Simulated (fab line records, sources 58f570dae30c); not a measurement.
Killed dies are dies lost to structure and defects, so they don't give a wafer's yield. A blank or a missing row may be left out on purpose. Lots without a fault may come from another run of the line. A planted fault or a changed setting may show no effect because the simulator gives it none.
fab line records | flow berkeley_cmos170
record lots=14 wafers=42 last_day=12
route steps=331 shown GATE@141
lots that met no fault: from a run of the same line without faults
start_h: hours from the record's first day to the start of the lot's first wafer shown | wait_h: hours since the lot's step before | " the same as in the row above | L1.1+2: a row that stands for several wafers | - no value, or no start given | * or withheld: withheld | < > ~ a bound
route shown NAME@n: a module of which the file shows steps, and the number in the route of the first | usual: mean/standard deviation of fault-free wafers | same: alike in all rows | chamber/n: place in a boat | sites: the reading at each site | _std_site: their standard deviation | _edge_site: outer sites' mean less inner sites' | radius_mm: how far each site lies from the wafer's centre | mask NAME#n: copy n | behind: the tool/chamber that last shaped the wafer | hold: why the lot was held/for how many hours/how that ended | device: the transistor (n, p or np) that didn't switch | end of line: the same wafers' tests at the end of the route | a step without rows: its recipe alone | killed: dies lost to structure and defects at the first sort, not the wafer's yield | map: a wafer's dies, x killed, . not, _ none there
set.NAME: the setting as run; set.NAME@STEP: as run at that earlier step | model.NAME: the simulator's own value behind a step, which no gauge read
steps of the route over a sample of lots; a table a step, a row a wafer
services: from which hour (start_h, from the record's first day; less than 0 if before it) a tool's chamber was out of use, for how many hours, and why
## steps
# step UCB170_GATE_ETCH_15
# recipe chemistry=HBr/Cl2 target=poly-Si stop_on=SiO2 over_etch_frac=0.3 icp_w=300 bias_w=150 time_s=56.3 pressure_mtorr=15 HBr_flow_sccm=150 Cl2_flow_sccm=50 target_depth_a=2782
# usual HBr_flow_sccm=150.0/0.45 bias_w=150.0/0.46 drypump_motor_current_A=5.5/0.37 mfc_cl2_sccm=50.01/0.17 oes_product_au=0.837/0.01 over_etch_frac=0.3/0 rf_fwd_power_W=297.4/1.1 throttle_valve_pct=26.33/0.16
# columns lot.wafer tool chamber start_h wait_h HBr_flow_sccm bias_w drypump_motor_current_A mfc_cl2_sccm oes_product_au over_etch_frac rf_fwd_power_W rf_hours_counter_h throttle_valve_pct
L824.1 rie_si-02 2 116.60 - 149.8 149.7 5.6 49.84 0.858 0.3 297.4 0 26.34
L824.2 " 1 " " 150.0 150.0 5.6 49.82 0.862 0.3 298.2 29 26.27
L824.5 " 2 " " 150.7 149.3 5.6 50.10 0.837 0.3 296.4 - 26.31
L825.1 rie_si-02 3 116.92 - 150.4 150.1 6.0 49.88 0.843 0.3 300.3 55 26.30
L825.2 " 2 " " 149.9 149.3 5.6 50.05 0.836 0.3 297.8 0 26.32
L825.4 " 0 " " 150.6 150.4 5.5 49.62 0.828 0.3 299.3 46 26.64
L828.1 rie_si-01 3 137.30 - 149.9 149.7 5.9 49.77 0.823 0.3 295.1 0 26.17
L828.2 " 0 " " 150.2 150.9 4.9 50.02 0.832 0.3 296.9 60 26.32
L828.3 " 2 " " 150.1 149.4 5.3 49.82 0.828 0.3 295.7 33 26.53
L829.1 rie_si-01 3 140.65 - 150.1 149.9 5.9 49.84 0.846 0.3 295.9 0 26.18
L829.4 " 1 " " 149.5 148.8 5.1 50.35 0.850 0.3 298.6 61 26.13
L829.5 " 1 " " 149.6 149.1 5.1 50.06 0.857 0.3 298.5 - 26.14
L827.2 rie_si-02 3 140.77 - 150.8 149.7 6.0 49.92 0.833 0.3 298.8 55 26.30
L827.4 " 1 " " 150.0 150.3 5.6 49.97 0.853 0.3 297.2 29 26.24
L827.6 " 3 " " 150.4 150.7 6.0 49.77 0.843 0.3 297.3 - 26.29
L831.1 rie_si-01 0 147.75 - 149.5 149.5 4.9 49.76 0.824 0.3 295.1 60 26.33
L831.3 " 2 " " 150.2 150.4 5.3 50.05 0.819 0.3 297.0 33 26.52
L831.6 " 0 " " 149.5 149.4 4.9 49.83 0.827 0.3 295.7 - 26.32
L841.1 rie_si-01 3 194.85 - - - - - - - - - -
L841.3 " 0 " " - - - - - - - - -
L841.5 " 0 " " - - - - - - - - -
L837.3 rie_si-02 3 195.13 - - - - - - - - - -
L837.4 " 2 " " - - - - - - - - -
L837.5 " 1 " " - - - - - - - - -
L843.3 rie_si-02 1 208.99 - 150.2 150.1 5.7 50.27 0.845 0.3 297.2 30 26.27
L843.4 " 3 " " 149.8 150.0 6.0 49.77 0.834 0.3 297.2 56 26.30
L843.5 " 0 " " 149.8 150.4 5.5 49.83 0.836 0.3 296.1 - 26.64
L844.2 rie_si-01 3 214.65 - 149.9 150.3 5.9 50.00 0.824 0.3 297.7 1 26.16
L844.3 " 2 " " 150.5 149.7 5.3 50.08 0.821 0.3 297.4 33 26.54
L844.5 " 2 " " 149.9 149.2 5.3 50.30 0.822 0.3 298.1 - 26.52
L842.4 rie_si-02 0 215.04 - 150.1 150.1 5.5 50.01 0.844 0.3 296.5 47 26.64
L842.5 " 3 " " 149.9 150.1 6.0 49.91 0.839 0.3 299.0 - 26.30
L842.6 " 2 " " 150.4 149.8 5.6 50.20 0.845 0.3 297.2 - 26.31
L846.4 rie_si-01 3 231.82 - 150.4 150.3 5.9 49.55 0.822 0.3 297.4 1 26.17
L846.5 " 3 " " 150.6 150.5 5.9 50.01 0.827 0.3 297.2 - 26.16
L846.6 " 2 " " 149.6 149.8 5.3 50.07 0.833 0.3 297.1 - 26.53
L845.1 rie_si-01 2 232.47 - 149.8 150.1 5.3 50.21 0.820 0.3 296.2 33 26.54
L845.5 " 3 " " 150.2 149.9 5.9 50.18 0.828 0.3 298.0 - 26.16
L845.6 " 2 " " 149.7 150.6 5.3 50.12 0.827 0.3 298.1 - 26.53
L847.1 rie_si-01 1 232.74 - 150.1 150.9 5.1 49.97 0.842 0.3 298.7 62 26.14
L847.4 " 2 " " 149.4 150.5 5.3 50.15 0.832 0.3 296.9 33 26.51
L847.5 " 1 " " 150.3 150.5 5.1 49.99 0.853 0.3 297.9 - 26.14
# step UCB170_GATE_CD_MEAS_90
# recipe target_cd_nm=350
# usual cd_nm=349.4/1.4
# columns lot.wafer tool chamber start_h wait_h cd_nm
L824.1 cd_sem-02 - 116.80 0.1 350.4
L824.2 " - " " 351.5
L824.5 " - " " 350.3
L825.1 cd_sem-01 - 117.12 0.1 348.2
L825.2 " - " " 349.1
L825.4 " - " " 348.6
L828.1 cd_sem-02 - 137.44 0.1 349.8
L828.2 " - " " 350.9
L828.3 " - " " 350.0
L829.1 cd_sem-01 - 140.80 0.1 351.0
L829.4 " - " " 349.8
L829.5 " - " " 348.6
L827.2 cd_sem-02 - 140.94 0.1 349.0
L827.4 " - " " 348.3
L827.6 " - " " 348.9
L831.1 cd_sem-01 - 147.89 0.1 348.8
L831.3 " - " " 348.1
L831.6 " - " " 349.2
L841.1 cd_sem-02 - 195.00 0.1 -
L841.3 " - " " -
L841.5 " - " " -
L837.3 cd_sem-02 - 195.32 0.1 -
L837.4 " - " " -
L837.5 " - " " -
L843.3 cd_sem-02 - 209.17 0.1 350.3
L843.4 " - " " 351.1
L843.5 " - " " 349.9
L844.2 cd_sem-02 - 215.10 0.4 350.2
L844.3 " - " " 350.7
L844.5 " - " " 349.8
L842.4 cd_sem-02 - 215.50 0.3 349.7
L842.5 " - " " 352.2
L842.6 " - " " 348.3
L846.4 cd_sem-02 - 232.03 0.1 348.5
L846.5 " - " " 348.2
L846.6 " - " " 347.7
L845.1 cd_sem-02 - 232.62 0.1 349.3
L845.5 " - " " 347.2
L845.6 " - " " 347.6
L847.1 cd_sem-01 - 233.03 0.2 350.8
L847.4 " - " " 350.6
L847.5 " - " " 350.1
## services
# columns tool chamber start_h hours kind
rie_si-02 2 97.98 - clean
rie_si-02 2 97.98 11.0 scheduled_down
rie_si-02 2 97.98 11.0 vent_cycle
rie_si-01 1 206.36 3.2 repair
rie_si-02 - 221.70 28.1 pm
## key
first_sign step=UCB170_GATE_ETCH_15 reading=tool_record direction=missing
effect step=UCB170_GATE_CD_MEAS_90 reading=cd_nm direction=missing
met_at UCB170_GATE_ETCH_15
struck_lots L837,L841
later_rows_left_out L837.3,L837.4,L837.5,L841.1,L841.3,L841.5
sort_left_out L837.3,L837.4,L837.5,L841.1,L841.3,L841.5
tester_left_out L837,L841
onset_between 147.75 194.85
fault kind=skipped_step_whole tool=rie_si-01,rie_si-02 chamber=- onset_h=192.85 steps=UCB170_GATE_ETCH_15 scope=struck_lots_only
# tester_left_out: of these lots the tester's yield and bins aren't shown, on N5 and GAA mostly nor the transistor test; their killed dies are dies lost to structure and defects alone, not to doping, threshold or leakage, so they don't give the yield
# sort_left_out: the simulated sort isn't trusted on such a fault, so these wafers' sort isn't shown, and their yield isn't known
# later_rows_left_out: the simulator's readings of these wafers behind a module that went badly wrong aren't trusted and aren't shown, but for the sort
